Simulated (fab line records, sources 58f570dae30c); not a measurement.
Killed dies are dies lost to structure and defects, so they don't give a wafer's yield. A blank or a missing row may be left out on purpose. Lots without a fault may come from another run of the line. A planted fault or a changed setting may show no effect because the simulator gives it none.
A struck lot beside a sound one | flow berkeley_cmos170 | 16 steps out of a route of 331
Sound: wafers L133.2, L133.4, L133.6. Struck: wafers L152.4, L152.5, L152.6. The cause comes at the end.
At each step with rows: each side's tool, then ch and its chambers, then its first start. Under that, the readings that differ: sound wafers | struck wafers | difference of the means | sigmas: that difference in standard deviations of wafers without a fault.
alike: readings whose means differ by less than 2 such deviations, and words and numbers that are the same on both sides. not compared: withheld readings, readings that some wafer has no value for, bounds like >300 that may hide the same value, and numbers for which the record gives no deviation and whose values overlap.
The two part at a step that has a row with sigmas, a row that says differs or no value, or rows on one side only. Numbers that don't overlap but have no deviation are shown without sigmas and don't part them. A reading that every wafer of one side lacks parts them only if that side has two wafers or more.

first, 1 step without rows for these wafers: UCB170_CONTACT_CLEAN_20 (cleans in SPM, time 600 s).
UCB170_M1_SPUTTER_00: material Al, target thk 600 nm, time 80 s.
  sound on pvd_sputter-02, day 7 14:49; struck on pvd_sputter-02, day 11 11:30
  alike: chamber_pressure_pa, throttle_valve_pct
UCB170_M1_RS_MEAS_01: measures by four-point-probe.
  sound on film_metro-02, day 7 14:53; struck on film_metro-02, day 11 11:37
  alike: M1_AL_RS
UCB170_M1_THK_MEAS_02: measures by xrf.
  sound on film_metro-02, day 7 15:00; struck on film_metro-02, day 11 11:43
  alike: M1_AL_THK
then, 6 steps without rows for these wafers: UCB170_M1_COAT_03; UCB170_M1_COAT_04 (resist thk 900 nm); UCB170_M1_SOFTBAKE_05 (time 60 s); UCB170_M1_EXPOSE_06 (exposes mask METAL1, target cd 700 nm); UCB170_M1_PEB_07; UCB170_M1_DEVELOP_08 (develop time 45 s).
UCB170_M1_CD_MEAS_09: target cd 700 nm.
  sound on cd_sem-02, day 7 16:14; struck on cd_sem-01, day 11 12:46
  alike: cd_nm
UCB170_M1_OVL_MEAS_10:
  sound on overlay-01, day 7 16:21; struck on overlay-01, day 11 12:51
  alike: M1_OVL
UCB170_M1_ETCH_11: etches BARC in N2/H2.
  sound on rie_diel-04 ch 0,1,2, day 7 16:23; struck on rie_diel-04 ch 0,1,2, day 11 12:52
  reading               | sound             | struck            | difference | sigmas
  oes_product_au (a.u.) | 1.031 0.987 0.988 | 1.481 1.441 1.444 | +0.453     | +20
  model.M1.cd_nm (nm)   | 698.2 699.2 698.2 | 693.7 692.5 694.9 | -4.8       |
  alike: bias_w, drypump_motor_current_A, throttle_valve_pct
UCB170_M1_METAL_ETCH_12: etches Al in Cl2/BCl3, stops on PSG, target depth 780 nm, time 130 s.
  sound on rie_metal-02 ch 1, day 7 16:25; struck on rie_metal-01 ch 0,1, day 11 12:57
  reading             | sound             | struck            | difference | sigmas
  model.M1.cd_nm (nm) | 699.9 699.5 699.1 | 691.6 693.7 693.3 | -6.6       |
  alike: bias_w, drypump_motor_current_A, oes_product_au, throttle_valve_pct
  not compared: rf_hours_counter_h
UCB170_M1_STRIP_13: strips in O2.
  sound on plasma_asher-01 ch 0,1, day 7 16:33; struck on plasma_asher-01 ch 0,1, day 11 13:04
  alike: drypump_motor_current_A, o2_flow_sccm, oes_product_au
  not compared: rf_hours_counter_h
then, 1 step without rows for these wafers: UCB170_M3_PROBE_99.

WHERE THEY PART
Only at UCB170_M1_ETCH_11, within this record. Later steps at which nothing parts them and some readings are alike: UCB170_M1_METAL_ETCH_12, UCB170_M1_STRIP_13.

WHY: what the simulator had put in
Process parameter drift: rie_diel-04, from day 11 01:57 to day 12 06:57, at UCB170_M1_ETCH_11. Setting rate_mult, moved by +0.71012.
